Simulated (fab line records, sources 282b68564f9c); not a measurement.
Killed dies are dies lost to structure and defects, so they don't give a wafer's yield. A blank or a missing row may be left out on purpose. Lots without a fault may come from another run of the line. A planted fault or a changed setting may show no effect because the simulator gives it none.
A struck lot beside a sound one | flow rit_cmos | 28 steps out of a route of 202
Sound: wafers L280.1, L280.3, L280.6. Struck: wafers L297.1, L297.2, L297.3. The cause comes at the end.
At each step with rows: each side's tool, then ch and its chambers, then its first start. Under that, the readings that differ: sound wafers | struck wafers | difference of the means | sigmas: that difference in standard deviations of wafers without a fault.
alike: readings whose means differ by less than 2 such deviations, and words and numbers that are the same on both sides. not compared: withheld readings, readings that some wafer has no value for, bounds like >300 that may hide the same value, and numbers for which the record gives no deviation and whose values overlap.
The two part at a step that has a row with sigmas, a row that says differs or no value, or rows on one side only. Numbers that don't overlap but have no deviation are shown without sigmas and don't part them. A reading that every wafer of one side lacks parts them only if that side has two wafers or more.

RIT_ACTIVE_BOW_MEAS_00:
  sound on film_metro-02, day 1 20:00; struck on film_metro-02, day 5 09:00
  alike: INCOMING_BOW
RIT_ACTIVE_OXIDATION_01: target thk 46.8 nm, ox time 3360 s.
  sound on furnace-04 ch 0, day 1 20:38; struck on furnace-01 ch 0, day 5 11:47
  reading                                       | sound                | struck               | difference | sigmas
  spike_tc_load_C (C)                           | 1021.5 1018.9 1020.9 | 1027.5 1029.1 1027.7 | +7.7       | +3
  model.SiO2_of_ACTIVE_OXIDATION_01.thk_nm (nm) | 46.02 46.49 46.32    | 51.34 51.38 51.41    | +5.10      |
RIT_ACTIVE_THK_MEAS_02:
  sound on film_metro-04, day 1 22:34; struck on film_metro-02, day 5 13:44
  reading               | sound          | struck         | difference | sigmas
  ACTIVE_OXIDE_THK (nm) | 46.0 46.4 46.4 | 51.3 51.4 51.4 | +5.1       | +5
then, 1 step without rows for these wafers: RIT_ACTIVE_CVD_03 (deposits Si3N4 from SiH2Cl2/NH3, target thk 150 nm, time 1500 s).
RIT_ACTIVE_THK_MEAS_04:
  sound on film_metro-03, day 2 00:45; struck on film_metro-02, day 5 15:12
  alike: ACTIVE_NITRIDE_THK
then, 6 steps without rows for these wafers: RIT_ACTIVE_HMDS_05 (prime time 60 s); RIT_ACTIVE_COAT_06 (resist thk 1000 nm); RIT_ACTIVE_SOFTBAKE_07 (time 60 s); RIT_ACTIVE_EXPOSE_08 (exposes mask M1, target cd 1400 nm); RIT_ACTIVE_PEB_09; RIT_ACTIVE_DEVELOP_10 (develop time 50 s).
RIT_ACTIVE_CD_MEAS_11: target cd 1400 nm.
  sound on cd_sem-01, day 2 01:40; struck on cd_sem-01, day 5 16:16
  alike: cd_nm
then, 1 step without rows for these wafers: RIT_ACTIVE_HARDBAKE_12 (time 60 s).
RIT_ACTIVE_ETCH_13: etches Si3N4 in SF6, stops on SiO2, time 210 s, target depth 210 nm.
  sound on rie_diel-02 ch 0,2, day 2 01:56; struck on rie_diel-01 ch 0,1,2, day 5 16:32
  alike: drypump_motor_current_A, oes_product_au, throttle_valve_pct
  not compared: rf_hours_counter_h
RIT_ACTIVE_STRIP_14: strips in O2, time 180 s.
  sound on plasma_asher-01 ch 0,1, day 2 02:04; struck on plasma_asher-01 ch 0,1, day 5 16:40
  alike: drypump_motor_current_A
  not compared: rf_hours_counter_h
RIT_ACTIVE_CD_MEAS_90: target cd 1400 nm.
  sound on cd_sem-01, day 2 02:14; struck on cd_sem-01, day 5 16:50
  alike: cd_nm
then, 4 steps without rows for these wafers: RIT_ACTIVE_CLEAN_15 (cleans in SC1, time 600 s); RIT_ACTIVE_CLEAN_16 (cleans in dHF, time 30 s); RIT_ACTIVE_CLEAN_17 (cleans in SC2, time 600 s); RIT_FOX1_OXIDATION_00 (target thk 350.7 nm, ox time 1130 s).
RIT_FOX1_THK_MEAS_01:
  sound on film_metro-04, day 2 04:04; struck on film_metro-01, day 5 20:17
  alike: FOX1_OXIDE_THK
then, 2 steps without rows for these wafers: RIT_FOX1_WET_ETCH_02 (etches SiO2 in BOE, target depth 350 nm, time 390 s); RIT_FOX2_OXIDATION_00 (target thk 350.7 nm, ox time 1130 s).
RIT_FOX2_THK_MEAS_01:
  sound on film_metro-01, day 2 05:33; struck on film_metro-04, day 6 00:26
  alike: FOX2_OXIDE_THK
then, 1 step without rows for these wafers: RIT_FOX2_CLEAN_02 (cleans in dHF, time 180 s).
RIT_FOX2_WET_ETCH_03: etches Si3N4 in H3PO4, target depth 195 nm, time 2700 s.
  sound on wet_bench-02 ch 2, day 2 05:41; struck on wet_bench-02 ch 0, day 6 00:34
  reading                                       | sound            | struck            | difference | sigmas
  model.SiO2_of_ACTIVE_OXIDATION_01.thk_nm (nm) | 40.98 41.35 41.2 | 45.39 45.91 45.63 | +4.47      |
RIT_FOX2_THK_MEAS_90:
  sound on film_metro-01, day 2 06:26; struck on film_metro-01, day 6 01:20
  alike: FIELD_OXIDE_LEFT_1_THK
-- the record jumps here: 2 days lie between the struck wafers' starts before and after (it left off in module FOX2 and takes up again in module M1, whose first step shown is number 202 of the route) --
RIT_M1_PROBE_99:
  sound on prober-02, day 3 23:14; struck on prober-01, day 8 07:05
  reading                             | sound             | struck            | difference | sigmas
  killed_at_front_end                 | 2 2 2             | 7 9 15            | +8         | +3
  killed_dies                         | 2 3 2             | 7 9 15            | +8         | +3
  killed_open                         | 0 0 0             | 5 4 9             | +6         | +3
  model.etest.pldd.width_nm (nm)      | 3176 3181 3167    | 3139 3115 3103    | -56        |
  model.etest.nldd.width_nm (nm)      | 3162 3168 3181    | 3116 3095 3110    | -63        |
  model.etest.pplus_sal.width_nm (nm) | 3424 3442 3451    | 3411 3410 3396    | -33        |
  model.etest.nplus_sal.width_nm (nm) | 3444 3434 3440    | 3393 3410 3401    | -38        |
  model.etest.nmos_narrow.drive_ua_um | 223.3 231.4 225.7 | 218.1 213 208.1   | -13.7      |
  model.etest.pmos_narrow.drive_ua_um | 100.9 102.9 100.3 | 99.19 97.66 95.21 | -4.01      |
  alike: killed_at_contacts, killed_short

WHERE THEY PART
First at RIT_ACTIVE_OXIDATION_01; last, within this record, at RIT_M1_PROBE_99.

WHY: what the simulator had put in
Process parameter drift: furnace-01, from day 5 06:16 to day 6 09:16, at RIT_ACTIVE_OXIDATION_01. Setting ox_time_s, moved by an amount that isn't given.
